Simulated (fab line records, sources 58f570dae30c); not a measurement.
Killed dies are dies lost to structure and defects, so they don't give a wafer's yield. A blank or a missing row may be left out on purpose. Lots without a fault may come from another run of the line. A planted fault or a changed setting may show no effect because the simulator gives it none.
Which tool did it? | flow berkeley_cmos170 | 14 lots, 42 wafers sampled, at 3 steps of a route of 331

WHAT THE GAUGES READ, wafer by wafer
UCB170_M2_CD_MEAS_15: target cd 700 nm.
lot  | measured     | on        | cd_nm (nm)
L298 | day 8 00:02  | cd_sem-02 | 701.5 701.3 700.3
L300 | day 8 06:13  | cd_sem-01 | 700.9 701.4 701.2
L299 | day 8 07:48  | cd_sem-02 | 701.8 701.6 700.0
L301 | day 8 11:06  | cd_sem-02 | 702.7 701.7 701.3
L303 | day 9 03:57  | cd_sem-02 | 700.1 700.6 700.1
L302 | day 9 04:14  | cd_sem-01 | 699.6 699.5 698.5
L305 | day 9 05:21  | cd_sem-02 | 700.5 700.5 701.3
L311 | day 9 23:52  | cd_sem-01 | 700.9 699.3 700.5
L308 | day 10 00:01 | cd_sem-02 | 637.5 636.3 636.0
L312 | day 10 11:22 | cd_sem-01 | 643.0 642.8 643.1
L314 | day 11 03:50 | cd_sem-01 | 701.1 699.2 698.8
L318 | day 11 14:49 | cd_sem-02 | 699.3 700.7 700.8
L317 | day 11 15:04 | cd_sem-01 | 701.9 702.1 703.1
L321 | day 12 03:35 | cd_sem-02 | 701.8 702.0 702.3

UCB170_M2_CD_MEAS_90: target cd 700 nm.
lot  | measured     | on        | cd_nm (nm)
L298 | day 8 00:31  | cd_sem-02 | 706 705 705
L300 | day 8 06:43  | cd_sem-01 | 702 704 706
L299 | day 8 08:17  | cd_sem-01 | 704 704 708
L301 | day 8 11:42  | cd_sem-02 | 704 704 701
L303 | day 9 04:26  | cd_sem-02 | 700 703 699
L302 | day 9 04:43  | cd_sem-01 | 702 705 700
L305 | day 9 05:50  | cd_sem-02 | 703 699 698
L311 | day 10 00:22 | cd_sem-01 | 704 699 705
L308 | day 10 00:30 | cd_sem-02 | 641 643 643
L312 | day 10 11:51 | cd_sem-01 | 647 653 646
L314 | day 11 04:21 | cd_sem-01 | 707 704 704
L318 | day 11 15:19 | cd_sem-02 | 702 704 706
L317 | day 11 15:34 | cd_sem-02 | 705 707 704
L321 | day 12 04:04 | cd_sem-02 | 701 703 705

WHICH TOOL RAN EACH LOT (tool, then ch and the chambers of the sampled wafers, then the start)
lot  | UCB170_M2_SOFTBAKE_11
L298 | litho_track-03 ch 0, day 7 23:00
L300 | litho_track-04 ch 0, day 8 05:00
L299 | litho_track-03 ch 0, day 8 07:00
L301 | litho_track-03 ch 0, day 8 10:00
L303 | litho_track-03 ch 0, day 9 03:00
L302 | litho_track-04 ch 0, day 9 03:00
L305 | litho_track-02 ch 0, day 9 04:00
L311 | litho_track-03 ch 0, day 9 22:00
L308 | litho_track-02 ch 0, day 9 23:00
L312 | litho_track-02 ch 0, day 10 10:00
L314 | litho_track-04 ch 0, day 11 01:00
L318 | litho_track-03 ch 0, day 11 13:00
L317 | litho_track-03 ch 0, day 11 14:00
L321 | litho_track-04 ch 0, day 12 02:00
- UCB170_M2_SOFTBAKE_11: time 60 s.

WHAT THE TOOLS THEMSELVES READ (means of the sampled wafers that have a number; where no wafer has one, the mark that the record gives instead)
UCB170_M2_SOFTBAKE_11.
lot  | tool           | exhaust_pa (Pa) | heater_power_total_W (W) | plate_temp_C (C)
L298 | litho_track-03 | 46.0            | 56.81                    | 130.05
L300 | litho_track-04 | 44.9            | 56.83                    | 130.08
L299 | litho_track-03 | 44.2            | 56.82                    | 130.12
L301 | litho_track-03 | 45.5            | 56.81                    | 130.06
L303 | litho_track-03 | 44.4            | 56.80                    | 129.77
L302 | litho_track-04 | 44.2            | 56.80                    | 130.01
L305 | litho_track-02 | 45.3            | 56.80                    | 130.16
L311 | litho_track-03 | 45.1            | 56.81                    | 130.07
L308 | litho_track-02 | 45.0            | 67.60                    | 148.75
L312 | litho_track-02 | 45.2            | 67.60                    | 148.70
L314 | litho_track-04 | 45.5            | 56.83                    | 129.99
L318 | litho_track-03 | 46.0            | 56.80                    | 130.10
L317 | litho_track-03 | 44.6            | 56.76                    | 129.90
L321 | litho_track-04 | 44.7            | 56.84                    | 129.68

THE ANSWER, worked out from the rows above alone
Rule: what is usual is taken from the lots themselves. Put in order of their means at a reading, lots are off if they are a third of the lots or fewer, leave a main group of 4 or more, and stand apart from it by a gap of 3 or more times the standard deviation of the main group's means; of several such gaps the widest counts. A main group whose means are all the same, to the digits that the tables above print for the reading, isn't used. A lot without any number at a reading at which 4 lots or more have one is off too. The other lots that the step has rows for count as sound. The gauges are gone through in route order, then the tools' own readings, and for those a lot's mean is taken as printed above. The first step at which some lot is off is used, and at that step the reading that is off furthest; a lot without a number counts as furthest.
Off: L308, L312, at UCB170_M2_CD_MEAS_15 (cd_nm). The main group: mean 700.8 nm, standard deviation 0.92.
A tool fits if, at a process step before that reading, it ran every lot that is off, and no sound lot after the first of them. The gauges at UCB170_M2_CD_MEAS_15 aren't tried: what is off there is off at UCB170_M2_SOFTBAKE_11 too, on other tools, and a gauge's error can't cause that. One fits: litho_track-02 at UCB170_M2_SOFTBAKE_11. Its last sound lot is L305 (day 9 04:00), its first lot that is off L308 (day 9 23:00): a fault that began between those two fits.
The tool's own readings at UCB170_M2_SOFTBAKE_11 bear it out: on the lots that are off they differ by more than 5 times the standard deviation of the sound lots' means. heater_power_total_W reads 67.60 W there against 56.81 W on the sound lots; plate_temp_C reads 148.72 C there against 130.00 C on the sound lots.

WHAT THE SIMULATOR HAD PUT IN
Process parameter drift: litho_track-02, from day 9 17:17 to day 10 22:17, at UCB170_M2_SOFTBAKE_11. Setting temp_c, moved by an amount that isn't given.
Lots struck among those shown: L308, L312. The rule above found the same.
